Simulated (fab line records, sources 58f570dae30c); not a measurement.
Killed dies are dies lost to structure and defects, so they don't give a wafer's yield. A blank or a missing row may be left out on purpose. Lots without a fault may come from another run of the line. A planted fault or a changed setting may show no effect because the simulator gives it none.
Which tool did it? | flow berkeley_cmos170 | 14 lots, 42 wafers sampled, at 6 steps of a route of 331

WHAT THE GAUGES READ, wafer by wafer
UCB170_M1_CD_MEAS_90: target cd 700 nm.
lot  | measured     | on        | cd_nm (nm)
L831 | day 8 06:31  | cd_sem-01 | 700.8 702.6 699.4
L830 | day 8 07:02  | cd_sem-01 | 699.4 699.7 698.1
L833 | day 9 04:04  | cd_sem-01 | 699.1 696.9 698.9
L834 | day 9 04:56  | cd_sem-01 | 700.9 701.3 700.3
L835 | day 9 05:13  | cd_sem-01 | 696.7 698.0 699.4
L837 | day 9 18:23  | cd_sem-01 | 686.5 685.9 684.8
L836 | day 9 19:15  | cd_sem-01 | 700.2 701.9 699.4
L839 | day 10 01:43 | cd_sem-02 | 699.9 698.6 700.3
L841 | day 10 23:29 | cd_sem-01 | 690.6 688.9 687.9
L848 | day 12 10:31 | cd_sem-01 | 700.2 701.1 700.1
L846 | day 12 10:44 | cd_sem-01 | 703.0 700.7 703.6
L851 | day 12 17:54 | cd_sem-02 | 696.3 696.8 697.7
L850 | day 12 17:59 | cd_sem-02 | 696.5 695.6 696.8
L852 | day 13 00:40 | cd_sem-02 | 697.5 700.4 699.0

UCB170_M2_CD_MEAS_90: target cd 700 nm.
lot  | measured     | on        | cd_nm (nm)
L831 | day 8 13:58  | cd_sem-02 | 705.7 706.1 706.9
L830 | day 8 14:17  | cd_sem-01 | 701.8 702.7 702.7
L833 | day 9 12:32  | cd_sem-01 | 704.7 703.3 702.1
L834 | day 9 12:41  | cd_sem-01 | 696.3 697.4 694.5
L835 | day 9 12:25  | cd_sem-01 | 697.0 693.9 696.7
L837 | day 10 02:13 | cd_sem-02 | 699.9 700.5 700.2
L836 | day 10 02:31 | cd_sem-02 | 702.7 700.8 703.2
L839 | day 10 09:10 | cd_sem-01 | 699.7 701.5 698.8
L841 | day 11 10:45 | cd_sem-02 | 704.9 701.7 703.1
L848 | day 12 19:01 | cd_sem-02 | 699.6 698.0 698.8
L846 | day 12 19:24 | cd_sem-02 | 698.5 700.9 697.3
L851 | day 13 01:38 | cd_sem-01 | 701.1 699.3 699.0
L850 | day 13 03:24 | cd_sem-02 | 700.5 698.6 694.6
L852 | day 13 09:03 | cd_sem-02 | 696.0 698.3 697.8

UCB170_M3_CD_MEAS_15: target cd 700 nm.
lot  | measured     | on        | cd_nm (nm)
L831 | day 8 18:52  | cd_sem-01 | 699.7 700.6 699.2
L830 | day 8 19:17  | cd_sem-02 | 701.2 699.5 700.9
L833 | day 9 17:41  | cd_sem-01 | 701.5 700.0 700.1
L834 | day 9 18:07  | cd_sem-01 | 701.5 700.7 702.0
L835 | day 9 17:34  | cd_sem-01 | 700.2 701.1 701.7
L837 | day 10 07:34 | cd_sem-01 | 700.9 700.6 699.7
L836 | day 10 08:38 | cd_sem-01 | 700.4 700.9 699.0
L839 | day 10 15:58 | cd_sem-02 | 701.0 701.4 701.3
L841 | day 11 16:04 | cd_sem-02 | 698.3 700.4 699.9
L848 | day 13 01:16 | cd_sem-02 | 700.1 698.2 698.8
L846 | day 13 02:03 | cd_sem-02 | 702.3 701.7 701.7
L851 | day 13 08:58 | cd_sem-01 | 701.7 700.3 702.2
L850 | day 13 10:11 | cd_sem-02 | 700.1 700.4 700.7
L852 | day 13 13:36 | cd_sem-02 | 698.8 698.1 698.6

UCB170_M3_BOW_MEAS_20.
lot  | measured     | on            | M3_BOW (um)
L831 | day 8 19:29  | film_metro-01 | 57 36 40
L830 | day 8 20:05  | film_metro-01 | 37 26 35
L833 | day 9 18:20  | film_metro-03 | 31 50 35
L834 | day 9 18:55  | film_metro-03 | 38 46 30
L835 | day 9 18:19  | film_metro-01 | 40 38 27
L837 | day 10 08:10 | film_metro-03 | 26 32 32
L836 | day 10 09:15 | film_metro-01 | 33 27 33
L839 | day 10 16:35 | film_metro-04 | 28 35 41
L841 | day 11 16:40 | film_metro-01 | 40 39 39
L848 | day 13 01:53 | film_metro-01 | 35 40 43
L846 | day 13 02:39 | film_metro-01 | 41 29 25
L851 | day 13 09:34 | film_metro-03 | 34 38 40
L850 | day 13 10:47 | film_metro-03 | 29 39 31
L852 | day 13 14:23 | film_metro-03 | 25 33 15

WHICH TOOL RAN EACH LOT (tool, then ch and the chambers of the sampled wafers, then the start)
lot  | UCB170_M1_METAL_ETCH_12           | UCB170_M1_STRIP_13
L831 | rie_metal-03 ch 0, day 8 06:13    | plasma_asher-02 ch 0,1, day 8 06:25
L830 | rie_metal-02 ch 0,1, day 8 06:47  | plasma_asher-02 ch 0,1, day 8 06:55
L833 | rie_metal-04 ch 0,1, day 9 03:50  | plasma_asher-02 ch 0,1, day 9 03:58
L834 | rie_metal-02 ch 1, day 9 04:31    | plasma_asher-02 ch 0,1, day 9 04:38
L835 | rie_metal-04 ch 0,1, day 9 04:59  | plasma_asher-01 ch 0,1, day 9 05:07
L837 | rie_metal-04 ch 0,1, day 9 18:08  | plasma_asher-01 ch 0,1, day 9 18:17
L836 | rie_metal-02 ch 0,1, day 9 19:01  | plasma_asher-04 ch 0,1, day 9 19:09
L839 | rie_metal-03 ch 0, day 10 01:28   | plasma_asher-04 ch 0,1, day 10 01:36
L841 | rie_metal-04 ch 0,1, day 10 23:15 | plasma_asher-02 ch 0,1, day 10 23:23
L848 | rie_metal-02 ch 0,1, day 12 10:16 | plasma_asher-04 ch 0,1, day 12 10:23
L846 | rie_metal-03 ch 0,1, day 12 10:31 | plasma_asher-04 ch 0,1, day 12 10:38
L851 | rie_metal-02 ch 0,1, day 12 17:39 | plasma_asher-04 ch 0,1, day 12 17:47
L850 | rie_metal-03 ch 0,1, day 12 17:41 | plasma_asher-02 ch 0,1, day 12 17:50
L852 | rie_metal-02 ch 0,1, day 13 00:26 | plasma_asher-02 ch 0,1, day 13 00:34
- UCB170_M1_METAL_ETCH_12: etches Al in Cl2/BCl3, stops on PSG, target depth 780 nm, time 130 s.
- UCB170_M1_STRIP_13: strips in O2.

WHAT THE TOOLS THEMSELVES READ (means of the sampled wafers that have a number; where no wafer has one, the mark that the record gives instead)
UCB170_M1_METAL_ETCH_12.
lot  | tool         | drypump_motor_current_A (A) | oes_product_au (a.u.) | rf_fwd_power_W (W) | throttle_valve_pct (%)
L831 | rie_metal-03 | 5.6                         | 0.880                 | 601.0              | 24.32
L830 | rie_metal-02 | 5.4                         | 0.837                 | 597.1              | 24.42
L833 | rie_metal-04 | 5.9                         | 0.848                 | 599.0              | 24.70
L834 | rie_metal-02 | 6.5                         | 0.853                 | 598.1              | 24.27
L835 | rie_metal-04 | 5.9                         | 0.850                 | 596.1              | 24.71
L837 | rie_metal-04 | 6.3                         | 0.846                 | 835.3              | 24.70
L836 | rie_metal-02 | 6.0                         | 0.842                 | 597.6              | 24.34
L839 | rie_metal-03 | 5.5                         | 0.879                 | 596.8              | 24.32
L841 | rie_metal-04 | 5.8                         | 0.856                 | 839.4              | 24.69
L848 | rie_metal-02 | 5.4                         | 0.847                 | 596.1              | 24.42
L846 | rie_metal-03 | 5.6                         | 0.866                 | 598.7              | 24.41
L851 | rie_metal-02 | 6.0                         | 0.855                 | 595.3              | 24.33
L850 | rie_metal-03 | 5.6                         | 0.860                 | 598.0              | 24.51
L852 | rie_metal-02 | 6.0                         | 0.846                 | 596.1              | 24.35

UCB170_M1_STRIP_13.
lot  | tool            | drypump_motor_current_A (A) | oes_product_au (a.u.)
L831 | plasma_asher-02 | 5.51                        | 0.716
L830 | plasma_asher-02 | 5.49                        | 0.722
L833 | plasma_asher-02 | 5.47                        | 0.721
L834 | plasma_asher-02 | 5.46                        | 0.722
L835 | plasma_asher-01 | 5.47                        | 0.721
L837 | plasma_asher-01 | 5.24                        | 0.613
L836 | plasma_asher-04 | 5.66                        | 0.716
L839 | plasma_asher-04 | 5.67                        | 0.720
L841 | plasma_asher-02 | 5.49                        | 0.613
L848 | plasma_asher-04 | 5.67                        | 0.718
L846 | plasma_asher-04 | 5.35                        | 0.720
L851 | plasma_asher-04 | 5.67                        | 0.719
L850 | plasma_asher-02 | 5.52                        | 0.716
L852 | plasma_asher-02 | 5.46                        | 0.716

THE ANSWER, worked out from the rows above alone
Rule: what is usual is taken from the lots themselves. Put in order of their means at a reading, lots are off if they are a third of the lots or fewer, leave a main group of 4 or more, and stand apart from it by a gap of 3 or more times the standard deviation of the main group's means; of several such gaps the widest counts. A main group whose means are all the same, to the digits that the tables above print for the reading, isn't used. A lot without any number at a reading at which 4 lots or more have one is off too. The other lots that the step has rows for count as sound. The gauges are gone through in route order, then the tools' own readings, and for those a lot's mean is taken as printed above. The first step at which some lot is off is used, and at that step the reading that is off furthest; a lot without a number counts as furthest.
Off: L837, L841, at UCB170_M1_CD_MEAS_90 (cd_nm). The main group: mean 699.4 nm, standard deviation 1.7.
A tool fits if, at a process step before that reading, it ran every lot that is off, and no sound lot after the first of them. The gauges at UCB170_M1_CD_MEAS_90 aren't tried: what is off there is off at UCB170_M1_METAL_ETCH_12 too, on other tools, and a gauge's error can't cause that. One fits: rie_metal-04 at UCB170_M1_METAL_ETCH_12. Its last sound lot is L835 (day 9 04:59), its first lot that is off L837 (day 9 18:08): a fault that began between those two fits.
The tool's own readings at UCB170_M1_METAL_ETCH_12 bear it out: on the lots that are off they differ by more than 5 times the standard deviation of the sound lots' means. rf_fwd_power_W reads 837.3 W there against 597.5 W on the sound lots.

WHAT THE SIMULATOR HAD PUT IN
Process parameter drift: rie_metal-04, from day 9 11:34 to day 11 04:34, at UCB170_M1_METAL_ETCH_12. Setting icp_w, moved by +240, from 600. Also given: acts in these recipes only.
Lots struck among those shown: L837, L841. The rule above found the same.
